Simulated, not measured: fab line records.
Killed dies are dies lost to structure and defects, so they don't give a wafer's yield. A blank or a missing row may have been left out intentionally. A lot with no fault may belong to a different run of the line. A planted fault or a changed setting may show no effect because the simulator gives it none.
fab line records -- flow rit_cmos
record: lots: 14, wafers: 42, last_day: 8
route steps=202 shown NSD@139 M1@202
lots that met no fault: from a run of the same line without faults
start_h: hours from the record's first day to the start of the lot's first wafer shown -- wait_h: how many hours have passed since the lot's step before this one -- " repeats the value in the row above -- L1.1+2: a row that stands for several wafers -- - no value, or no start was given -- * or withheld: withheld -- < > ~ a bound
route shown NAME@n: a module of which the file shows steps, and the number in the route of the first -- usual: mean/standard deviation of fault-free wafers -- same: alike in all rows -- chamber/n: place in a boat -- sites: the reading at each site -- _std_site: how widely they spread, as a standard deviation -- _edge_site: the outer-site mean with the inner-site mean subtracted -- radius_mm: how far each site lies from the wafer's centre -- mask NAME#n: copy n -- behind: the most recent tool/chamber to have shaped the wafer -- hold: reason for holding the lot/hours on hold/outcome of the hold -- device: the n, p or np transistor that did not switch -- end of line: the tests these same wafers got at the end of their route -- step lacking rows: just its recipe -- killed: the dies lost at the first sort to structure and to defects; this is not the yield of the wafer -- map: a wafer's dies, x killed, . not, _ none there
set.NAME: the setting the step ran with; set.NAME@STEP: the setting that earlier step ran with -- model.NAME: the simulator's own value behind a step, which no gauge read
a sample of lots followed through the steps of the route, with each step as a table and each wafer as a row
services: when a tool's chamber went out of use (start_h, in hours from the record's first day, below 0 if earlier), for how many hours, and the reason
== steps ==
step: RIT_NSD_IMPLANT_08
recipe: species: P, energy_kev: 25, dose_cm2: 1e+15, tilt_deg: 7
usual: beam_energy_keV: 24.999/0.0074
lot.wafer,tool,chamber,start_h,wait_h,beam_energy_keV
L711.2,implanter-04,0,53.62,0.1,25.001
L711.3,implanter-04,0,53.62,0.1,25.004
L711.5,implanter-04,0,53.62,0.1,25.004
L712.1,implanter-01,0,56.17,0.1,25.009
L712.2,implanter-01,0,56.17,0.1,24.993
L712.4,implanter-01,0,56.17,0.1,24.996
L714.2,implanter-04,0,64.74,0.1,25.000
L714.4,implanter-04,0,64.74,0.1,24.990
L714.6,implanter-04,0,64.74,0.1,25.003
L715.2,implanter-01,0,67.92,0.1,25.008
L715.3,implanter-01,0,67.92,0.1,25.002
L715.5,implanter-01,0,67.92,0.1,24.994
L717.1,implanter-01,0,77.14,0.1,25.001
L717.4,implanter-01,0,77.14,0.1,24.988
L717.6,implanter-01,0,77.14,0.1,24.997
L719.1,implanter-03,0,90.22,0.1,24.997
L719.2,implanter-03,0,90.22,0.1,24.995
L719.5,implanter-03,0,90.22,0.1,25.002
L720.2,implanter-04,0,93.18,0.1,25.001
L720.4,implanter-04,0,93.18,0.1,24.995
L720.5,implanter-04,0,93.18,0.1,25.003
L722.2,implanter-03,0,103.65,0.1,25.001
L722.4,implanter-03,0,103.65,0.1,24.997
L722.5,implanter-03,0,103.65,0.1,25.012
L723.2,implanter-04,0,106.90,0.1,20.487
L723.4,implanter-04,0,106.90,0.1,20.498
L723.6,implanter-04,0,106.90,0.1,20.505
L724.1,implanter-03,0,113.49,0.1,24.994
L724.3,implanter-03,0,113.49,0.1,24.984
L724.4,implanter-03,0,113.49,0.1,24.993
L726.1,implanter-04,0,126.89,0.1,20.499
L726.5,implanter-04,0,126.89,0.1,20.489
L726.6,implanter-04,0,126.89,0.1,20.494
L731.1,implanter-03,0,156.47,0.1,25.012
L731.5,implanter-03,0,156.47,0.1,24.997
L731.6,implanter-03,0,156.47,0.1,25.003
L732.3,implanter-03,0,161.47,0.1,25.014
L732.4,implanter-03,0,161.47,0.1,25.008
L732.5,implanter-03,0,161.47,0.1,24.995
L734.1,implanter-01,0,172.93,0.1,24.998
L734.2,implanter-01,0,172.93,0.1,25.005
L734.3,implanter-01,0,172.93,0.1,25.003
step: RIT_NSD_TW_MEAS_10
usual: NSD_TW: 3139/38
lot.wafer,tool,chamber,start_h,wait_h,NSD_TW
L711.2,film_metro-03,-,53.93,0.1,3166
L711.3,film_metro-03,-,53.93,0.1,3186
L711.5,film_metro-03,-,53.93,0.1,3180
L712.1,film_metro-03,-,56.49,0.1,3165
L712.2,film_metro-03,-,56.49,0.1,3186
L712.4,film_metro-03,-,56.49,0.1,3152
L714.2,film_metro-03,-,65.05,0.1,3174
L714.4,film_metro-03,-,65.05,0.1,3173
L714.6,film_metro-03,-,65.05,0.1,3157
L715.2,film_metro-01,-,68.23,0.1,3174
L715.3,film_metro-01,-,68.23,0.1,3161
L715.5,film_metro-01,-,68.23,0.1,3168
L717.1,film_metro-04,-,77.47,0.1,3080
L717.4,film_metro-04,-,77.47,0.1,3074
L717.6,film_metro-04,-,77.47,0.1,3086
L719.1,film_metro-01,-,90.54,0.1,3168
L719.2,film_metro-01,-,90.54,0.1,3186
L719.5,film_metro-01,-,90.54,0.1,3163
L720.2,film_metro-01,-,93.49,0.1,3169
L720.4,film_metro-01,-,93.49,0.1,3186
L720.5,film_metro-01,-,93.49,0.1,3166
L722.2,film_metro-01,-,103.96,0.1,3154
L722.4,film_metro-01,-,103.96,0.1,3145
L722.5,film_metro-01,-,103.96,0.1,3166
L723.2,film_metro-03,-,107.21,0.1,2992
L723.4,film_metro-03,-,107.21,0.1,2993
L723.6,film_metro-03,-,107.21,0.1,2993
L724.1,film_metro-04,-,113.82,0.1,3082
L724.3,film_metro-04,-,113.82,0.1,3057
L724.4,film_metro-04,-,113.82,0.1,3085
L726.1,film_metro-01,-,127.21,0.1,3000
L726.5,film_metro-01,-,127.21,0.1,2992
L726.6,film_metro-01,-,127.21,0.1,3006
L731.1,film_metro-04,-,156.79,0.1,3067
L731.5,film_metro-04,-,156.79,0.1,3057
L731.6,film_metro-04,-,156.79,0.1,3080
L732.3,film_metro-01,-,161.76,0.1,3192
L732.4,film_metro-01,-,161.76,0.1,3185
L732.5,film_metro-01,-,161.76,0.1,3151
L734.1,film_metro-01,-,173.26,0.1,3154
L734.2,film_metro-01,-,173.26,0.1,3155
L734.3,film_metro-01,-,173.26,0.1,3154
step: RIT_SDANNEAL_RS_MEAS_05
recipe: thk_meas_gauge: four-point-probe
usual: NSD_RS: 84.51/0.28
lot.wafer,tool,chamber,start_h,wait_h,NSD_RS[ohm/sq]
L711.2,film_metro-01,-,56.26,0.1,84.05
L711.3,film_metro-01,-,56.26,0.1,84.31
L711.5,film_metro-01,-,56.26,0.1,84.16
L712.1,film_metro-01,-,58.79,0.1,84.72
L712.2,film_metro-01,-,58.79,0.1,84.70
L712.4,film_metro-01,-,58.79,0.1,84.37
L714.2,film_metro-04,-,67.38,0.1,84.43
L714.4,film_metro-04,-,67.38,0.1,84.83
L714.6,film_metro-04,-,67.38,0.1,84.64
L715.2,film_metro-01,-,70.62,0.1,84.16
L715.3,film_metro-01,-,70.62,0.1,84.56
L715.5,film_metro-01,-,70.62,0.1,84.42
L717.1,film_metro-04,-,79.51,0.1,84.45
L717.4,film_metro-04,-,79.51,0.1,84.51
L717.6,film_metro-04,-,79.51,0.1,84.60
L719.1,film_metro-01,-,92.69,0.1,84.43
L719.2,film_metro-01,-,92.69,0.1,84.42
L719.5,film_metro-01,-,92.69,0.1,84.88
L720.2,film_metro-03,-,95.54,0.1,84.55
L720.4,film_metro-03,-,95.54,0.1,84.35
L720.5,film_metro-03,-,95.54,0.1,84.37
L722.2,film_metro-03,-,106.12,0.1,84.64
L722.4,film_metro-03,-,106.12,0.1,84.47
L722.5,film_metro-03,-,106.12,0.1,84.63
L723.2,film_metro-01,-,109.26,0.1,86.06
L723.4,film_metro-01,-,109.26,0.1,86.16
L723.6,film_metro-01,-,109.26,0.1,86.17
L724.1,film_metro-01,-,115.87,0.1,84.66
L724.3,film_metro-01,-,115.87,0.1,84.83
L724.4,film_metro-01,-,115.87,0.1,85.05
L726.1,film_metro-04,-,129.59,0.1,86.07
L726.5,film_metro-04,-,129.59,0.1,86.37
L726.6,film_metro-04,-,129.59,0.1,86.71
L731.1,film_metro-03,-,158.94,0.1,84.87
L731.5,film_metro-03,-,158.94,0.1,84.72
L731.6,film_metro-03,-,158.94,0.1,84.80
L732.3,film_metro-03,-,163.93,0.1,84.91
L732.4,film_metro-03,-,163.93,0.1,84.45
L732.5,film_metro-03,-,163.93,0.1,84.74
L734.1,film_metro-04,-,175.43,0.1,84.36
L734.2,film_metro-04,-,175.43,0.1,84.23
L734.3,film_metro-04,-,175.43,0.1,84.23
step: RIT_M1_PROBE_99
usual: killed_at_M0_to_M3: 0.0/0.14, killed_at_contacts: 0.1/0.3, killed_at_front_end: 6.5/2.9, killed_dies: 6.6/3, killed_open: 3.3/2, killed_short: 3.3/1.9
same: gross_dies: 264, killed_at_M4_up: 0, killed_at_back_side: 0, killed_at_other: 0
lot.wafer,tool,chamber,start_h,wait_h,killed_at_M0_to_M3,killed_at_contacts,killed_at_front_end,killed_dies,killed_open,killed_short
L711.2,prober-01,-,63.72,0.1,0,0,6,6,1,5
L711.3,prober-01,-,63.77,0.2,0,0,4,4,3,1
L711.5,prober-01,-,63.87,0.2,0,1,6,7,4,3
L719.1,prober-01,-,99.99,0.1,0,0,9,9,3,6
L719.2,prober-01,-,100.04,0.1,0,0,5,5,4,1
L719.5,prober-01,-,100.19,0.2,0,0,11,11,4,7
killed by level:class
L711.2 GATE:geometric_particle:short=4 FOX1:geometric_particle:short=1 GATE:geometric_particle:open=1
L711.3 FOX1:geometric_particle:open=3 GATE:geometric_particle:short=1
L711.5 FOX1:geometric_particle:open=2 GATE:geometric_particle:short=1 SPACER:geometric_particle:open=1 SPACER:geometric_particle:short=1 SILICIDE:geometric_particle:open=1 CONTACT:geometric_particle:short=1
L719.1 GATE:geometric_particle:short=2 REOX:geometric_particle:short=2 FOX1:geometric_particle:open=1 FOX2:geometric_particle:short=1 REOX:geometric_particle:open=1 SPACER:geometric_particle:open=1 SILICIDE:geometric_particle:short=1
L719.2 SPACER:geometric_particle:open=2 FOX1:geometric_particle:open=1 GATE:geometric_particle:open=1 GATE:geometric_particle:short=1
L719.5 FOX1:geometric_particle:short=3 GATE:geometric_particle:short=2 FOX1:geometric_particle:open=1 FOX2:geometric_particle:open=1 FOX2:geometric_particle:short=1 GATE:geometric_particle:open=1 REOX:geometric_particle:open=1 SILICIDE:geometric_particle:short=1
== services ==
tool,chamber,start_h,hours,kind
implanter-03,-,92.67,2.3,pm
implanter-01,-,103.08,9.0,pm
implanter-04,-,152.88,2.5,pm
== key ==
first_sign: step: RIT_NSD_IMPLANT_08, reading: beam_energy_keV, direction: down, sigmas: 99+, usual: 24.999, struck: 20.495
effect: step: RIT_NSD_TW_MEAS_10, reading: NSD_TW, direction: down, sigmas: 3.8, usual: 3139, struck: 2996
effect: step: RIT_SDANNEAL_RS_MEAS_05, reading: NSD_RS, direction: up, sigmas: 6.2, usual: 84.51, struck: 86.26
met_at RIT_NSD_IMPLANT_08
struck_lots L723,L726
tester_left_out L723,L726
onset_between 93.18 106.90
fault: kind: process_parameter_drift, tool: implanter-04, chamber: -, onset_h: 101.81, steps: RIT_NSD_IMPLANT_08, channel: energy_kev, offset: -4.5, shape: step, end_h: 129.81, acts_in: these_recipes_only, stated: 25
tester_left_out: of these lots the tester's yield and bins aren't shown, on N5 and GAA mostly nor the transistor test; their killed dies are dies lost to structure and defects alone, not to doping, threshold or leakage, so they don't give the yield
